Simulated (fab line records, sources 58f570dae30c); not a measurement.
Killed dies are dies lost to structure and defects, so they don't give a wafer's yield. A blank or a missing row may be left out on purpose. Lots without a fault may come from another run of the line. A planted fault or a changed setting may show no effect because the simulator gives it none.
Which tool did it? | flow berkeley_cmos170 | 14 lots, 42 wafers sampled, at 7 steps of a route of 331

WHAT THE GAUGES READ, wafer by wafer
UCB170_GATE_CD_MEAS_90: target cd 350 nm.
lot  | measured     | on        | cd_nm (nm)
L891 | day 6 15:33  | cd_sem-02 | 351.6 351.8 353.0
L890 | day 6 15:49  | cd_sem-01 | 349.9 348.6 349.1
L894 | day 6 21:41  | cd_sem-02 | 349.6 350.8 349.6
L893 | day 6 22:14  | cd_sem-02 | 349.9 349.4 350.0
L896 | day 7 01:41  | cd_sem-01 | 351.1 352.5 352.7
L895 | day 7 02:01  | cd_sem-02 | 350.5 350.1 349.9
L899 | day 8 00:13  | cd_sem-02 | 350.1 351.1 349.8
L898 | day 8 00:26  | cd_sem-01 | 347.3 348.5 349.1
L904 | day 8 14:59  | cd_sem-01 | 351.0 351.2 350.8
L903 | day 9 02:49  | cd_sem-01 | 348.8 348.1 349.0
L900 | day 9 03:04  | cd_sem-01 | 350.8 351.5 351.7
L902 | day 9 03:05  | cd_sem-02 | 350.0 351.0 351.0
L909 | day 10 08:49 | cd_sem-02 | 349.0 349.1 350.6
L913 | day 11 00:50 | cd_sem-01 | 353.6 352.2 352.1

UCB170_PSD_TW_MEAS_10.
lot  | measured     | on            | PSD_TW
L891 | day 7 01:40  | film_metro-03 | 2343 2317 2325
L890 | day 7 01:56  | film_metro-02 | 2370 2367 2354
L894 | day 7 07:29  | film_metro-03 | 2322 2335 2330
L893 | day 7 07:42  | film_metro-02 | 2354 2362 2355
L896 | day 7 11:43  | film_metro-01 | 2307 2313 2305
L895 | day 7 12:01  | film_metro-02 | 2338 2343 2352
L899 | day 8 11:26  | film_metro-03 | 2320 2334 2307
L898 | day 8 11:40  | film_metro-02 | 2334 2352 2332
L904 | day 9 05:50  | film_metro-02 | 2881 2874 2873
L903 | day 9 15:02  | film_metro-01 | 2314 2323 2316
L900 | day 9 15:27  | film_metro-01 | 2335 2317 2326
L902 | day 9 15:44  | film_metro-03 | 2848 2848 2823
L909 | day 10 19:23 | film_metro-01 | 2314 2309 2308
L913 | day 11 12:00 | film_metro-01 | 2320 2316 2320

UCB170_SDANNEAL_RS_MEAS_02: measures by four-point-probe.
lot  | measured     | on            | PSD_RS (ohm/sq)
L891 | day 7 05:53  | film_metro-01 | 75.78 76.02 75.84
L890 | day 7 06:05  | film_metro-03 | 75.84 75.57 75.98
L894 | day 7 12:54  | film_metro-01 | 75.67 75.56 75.57
L893 | day 7 13:13  | film_metro-02 | 75.51 75.33 75.50
L896 | day 7 15:04  | film_metro-01 | 75.62 75.68 75.59
L895 | day 7 15:19  | film_metro-02 | 75.38 75.39 75.45
L899 | day 8 14:20  | film_metro-02 | 75.16 75.19 75.13
L898 | day 8 15:16  | film_metro-01 | 75.60 75.37 75.54
L904 | day 9 09:21  | film_metro-03 | 53.66 53.54 53.70
L903 | day 9 18:15  | film_metro-01 | 76.08 75.98 76.16
L900 | day 9 19:07  | film_metro-01 | 75.40 75.43 75.88
L902 | day 9 18:41  | film_metro-02 | 53.51 53.60 53.57
L909 | day 11 01:57 | film_metro-02 | 75.12 75.36 75.30
L913 | day 11 14:46 | film_metro-02 | 75.52 75.55 75.17

WHICH TOOL RAN EACH LOT (tool, then ch and the chambers of the sampled wafers, then the start)
lot  | UCB170_NLDD_STRIP_10                 | UCB170_PSD_IMPLANT_08           | UCB170_PSD_STRIP_09                  | UCB170_NSD_STRIP_09
L891 | plasma_asher-02 ch 0,1, day 6 19:10  | implanter-02 ch 0, day 7 01:25  | plasma_asher-01 ch 0,1, day 7 01:34  | plasma_asher-03 ch 0,1, day 7 04:23
L890 | plasma_asher-02 ch 0,1, day 6 20:09  | implanter-03 ch 0, day 7 01:41  | plasma_asher-02 ch 0,1, day 7 01:50  | plasma_asher-02 ch 0,1, day 7 04:43
L894 | plasma_asher-02 ch 0,1, day 7 02:47  | implanter-04 ch 0, day 7 07:14  | plasma_asher-02 ch 1, day 7 07:23    | plasma_asher-02 ch 0,1, day 7 09:03
L893 | plasma_asher-01 ch 0,1, day 7 03:14  | implanter-02 ch 0, day 7 07:27  | plasma_asher-03 ch 0,1, day 7 07:36  | plasma_asher-04 ch 0,1, day 7 09:22
L896 | plasma_asher-04 ch 0,1, day 7 05:25  | implanter-04 ch 0, day 7 11:28  | plasma_asher-02 ch 0,1, day 7 11:37  | plasma_asher-03 ch 1, day 7 13:45
L895 | plasma_asher-02 ch 0,1, day 7 05:41  | implanter-02 ch 0, day 7 11:47  | plasma_asher-03 ch 0,1, day 7 11:55  | plasma_asher-02 ch 0,1, day 7 14:01
L899 | plasma_asher-02 ch 0,1, day 8 03:58  | implanter-04 ch 0, day 8 11:13  | plasma_asher-03 ch 1, day 8 11:20    | plasma_asher-04 ch 0, day 8 12:50
L898 | plasma_asher-01 ch 0,1, day 8 04:31  | implanter-02 ch 0, day 8 11:25  | plasma_asher-01 ch 0,1, day 8 11:34  | plasma_asher-04 ch 0,1, day 8 13:34
L904 | plasma_asher-04 ch 0,1, day 8 18:20  | implanter-02 ch 0, day 9 05:00  | plasma_asher-02 ch 0,1, day 9 05:44  | plasma_asher-02 ch 0,1, day 9 07:22
L903 | plasma_asher-04 ch 0,1, day 9 08:22  | implanter-03 ch 0, day 9 14:47  | plasma_asher-03 ch 0,1, day 9 14:56  | plasma_asher-04 ch 0,1, day 9 17:02
L900 | plasma_asher-02 ch 0,1, day 9 09:05  | implanter-03 ch 0, day 9 15:12  | plasma_asher-01 ch 0,1, day 9 15:21  | plasma_asher-03 ch 0,1, day 9 17:35
L902 | plasma_asher-02 ch 0,1, day 9 08:39  | implanter-02 ch 0, day 9 15:04  | plasma_asher-01 ch 0,1, day 9 15:38  | plasma_asher-03 ch 0,1, day 9 17:16
L909 | plasma_asher-01 ch 0,1, day 10 12:34 | implanter-03 ch 0, day 10 19:09 | plasma_asher-03 ch 0,1, day 10 19:16 | plasma_asher-04 ch 0,1, day 10 23:55
L913 | plasma_asher-04 ch 1, day 11 05:59   | implanter-03 ch 0, day 11 11:45 | plasma_asher-03 ch 0,1, day 11 11:54 | plasma_asher-04 ch 0,1, day 11 13:23
- UCB170_NLDD_STRIP_10: strips in O2.
- UCB170_PSD_IMPLANT_08
- UCB170_PSD_STRIP_09: strips in O2.
- UCB170_NSD_STRIP_09: strips in O2.

WHAT THE TOOLS THEMSELVES READ (means of the sampled wafers that have a number; where no wafer has one, the mark that the record gives instead)
UCB170_NLDD_STRIP_10.
lot  | tool            | drypump_motor_current_A (A) | oes_product_au (a.u.) | strip_time_to_endpoint_s (s)
L891 | plasma_asher-02 | 5.80                        | 0.733                 | 21.59
L890 | plasma_asher-02 | 5.79                        | 0.741                 | 21.59
L894 | plasma_asher-02 | 5.91                        | 0.738                 | 21.55
L893 | plasma_asher-01 | 5.91                        | 0.735                 | 21.62
L896 | plasma_asher-04 | 5.74                        | 0.736                 | 21.69
L895 | plasma_asher-02 | 5.92                        | 0.734                 | 21.63
L899 | plasma_asher-02 | 5.81                        | 0.729                 | 21.72
L898 | plasma_asher-01 | 5.89                        | 0.733                 | 21.66
L904 | plasma_asher-04 | 5.74                        | 0.739                 | 21.58
L903 | plasma_asher-04 | 5.70                        | 0.733                 | 21.52
L900 | plasma_asher-02 | 5.78                        | 0.733                 | 21.65
L902 | plasma_asher-02 | 5.80                        | 0.734                 | 21.61
L909 | plasma_asher-01 | 5.91                        | 0.734                 | 21.55
L913 | plasma_asher-04 | 5.78                        | 0.733                 | 21.56

UCB170_PSD_IMPLANT_08.
lot  | tool         | end_station_pressure_torr (Torr)
L891 | implanter-02 | 1.25e-05
L890 | implanter-03 | 1.27e-05
L894 | implanter-04 | 1.31e-05
L893 | implanter-02 | 1.19e-05
L896 | implanter-04 | 1.26e-05
L895 | implanter-02 | 1.28e-05
L899 | implanter-04 | 1.28e-05
L898 | implanter-02 | 1.26e-05
L904 | implanter-02 | 1.26e-05
L903 | implanter-03 | 1.22e-05
L900 | implanter-03 | 1.32e-05
L902 | implanter-02 | 1.26e-05
L909 | implanter-03 | 1.20e-05
L913 | implanter-03 | 1.31e-05

UCB170_PSD_STRIP_09.
lot  | tool            | drypump_motor_current_A (A) | oes_product_au (a.u.) | strip_time_to_endpoint_s (s)
L891 | plasma_asher-01 | 5.9                         | 0.604                 | 29.26
L890 | plasma_asher-02 | 5.9                         | 0.604                 | 29.39
L894 | plasma_asher-02 | 6.0                         | 0.603                 | 29.37
L893 | plasma_asher-03 | 5.0                         | 0.607                 | 29.45
L896 | plasma_asher-02 | 5.9                         | 0.604                 | 29.44
L895 | plasma_asher-03 | 4.9                         | 0.598                 | 29.35
L899 | plasma_asher-03 | 4.8                         | 0.601                 | 29.43
L898 | plasma_asher-01 | 5.9                         | 0.598                 | 29.41
L904 | plasma_asher-02 | 5.7                         | 0.522                 | 37.72
L903 | plasma_asher-03 | 4.9                         | 0.603                 | 29.37
L900 | plasma_asher-01 | 6.0                         | 0.596                 | 29.34
L902 | plasma_asher-01 | 6.0                         | 0.524                 | 37.54
L909 | plasma_asher-03 | 4.9                         | 0.604                 | 29.44
L913 | plasma_asher-03 | 5.0                         | 0.599                 | 29.39

UCB170_NSD_STRIP_09.
lot  | tool            | drypump_motor_current_A (A) | oes_product_au (a.u.) | strip_time_to_endpoint_s (s)
L891 | plasma_asher-03 | 5.0                         | 0.534                 | 35.79
L890 | plasma_asher-02 | 5.9                         | 0.534                 | 35.81
L894 | plasma_asher-02 | 5.9                         | 0.535                 | 35.80
L893 | plasma_asher-04 | 5.7                         | 0.538                 | 35.81
L896 | plasma_asher-03 | 4.8                         | 0.534                 | 35.80
L895 | plasma_asher-02 | 5.8                         | 0.530                 | 35.79
L899 | plasma_asher-04 | 5.6                         | 0.530                 | 35.80
L898 | plasma_asher-04 | 5.8                         | 0.534                 | 35.83
L904 | plasma_asher-02 | 5.8                         | 0.534                 | 35.70
L903 | plasma_asher-04 | 5.7                         | 0.538                 | 35.83
L900 | plasma_asher-03 | 5.0                         | 0.532                 | 35.77
L902 | plasma_asher-03 | 5.0                         | 0.531                 | 35.81
L909 | plasma_asher-04 | 5.7                         | 0.527                 | 35.72
L913 | plasma_asher-04 | 5.7                         | 0.537                 | 35.80

THE ANSWER, worked out from the rows above alone
Rule: what is usual is taken from the lots themselves. Put in order of their means at a reading, lots are off if they are a third of the lots or fewer, leave a main group of 4 or more, and stand apart from it by a gap of 3 or more times the standard deviation of the main group's means; of several such gaps the widest counts. A main group whose means are all the same, to the digits that the tables above print for the reading, isn't used. A lot without any number at a reading at which 4 lots or more have one is off too. The other lots that the step has rows for count as sound. The gauges are gone through in route order, then the tools' own readings, and for those a lot's mean is taken as printed above. The first step at which some lot is off is used, and at that step the reading that is off furthest; a lot without a number counts as furthest.
Off: L904, L902, at UCB170_PSD_TW_MEAS_10 (PSD_TW). The main group: mean 2330, standard deviation 17.
A tool fits if, at a process step before that reading, it ran every lot that is off, and no sound lot after the first of them. The gauges at UCB170_PSD_TW_MEAS_10 aren't tried: what is off there is off at UCB170_PSD_STRIP_09 too, on other tools, and a gauge's error can't cause that. One fits: implanter-02 at UCB170_PSD_IMPLANT_08. Its last sound lot is L898 (day 8 11:25), its first lot that is off L904 (day 9 05:00): a fault that began between those two fits.

WHAT THE SIMULATOR HAD PUT IN
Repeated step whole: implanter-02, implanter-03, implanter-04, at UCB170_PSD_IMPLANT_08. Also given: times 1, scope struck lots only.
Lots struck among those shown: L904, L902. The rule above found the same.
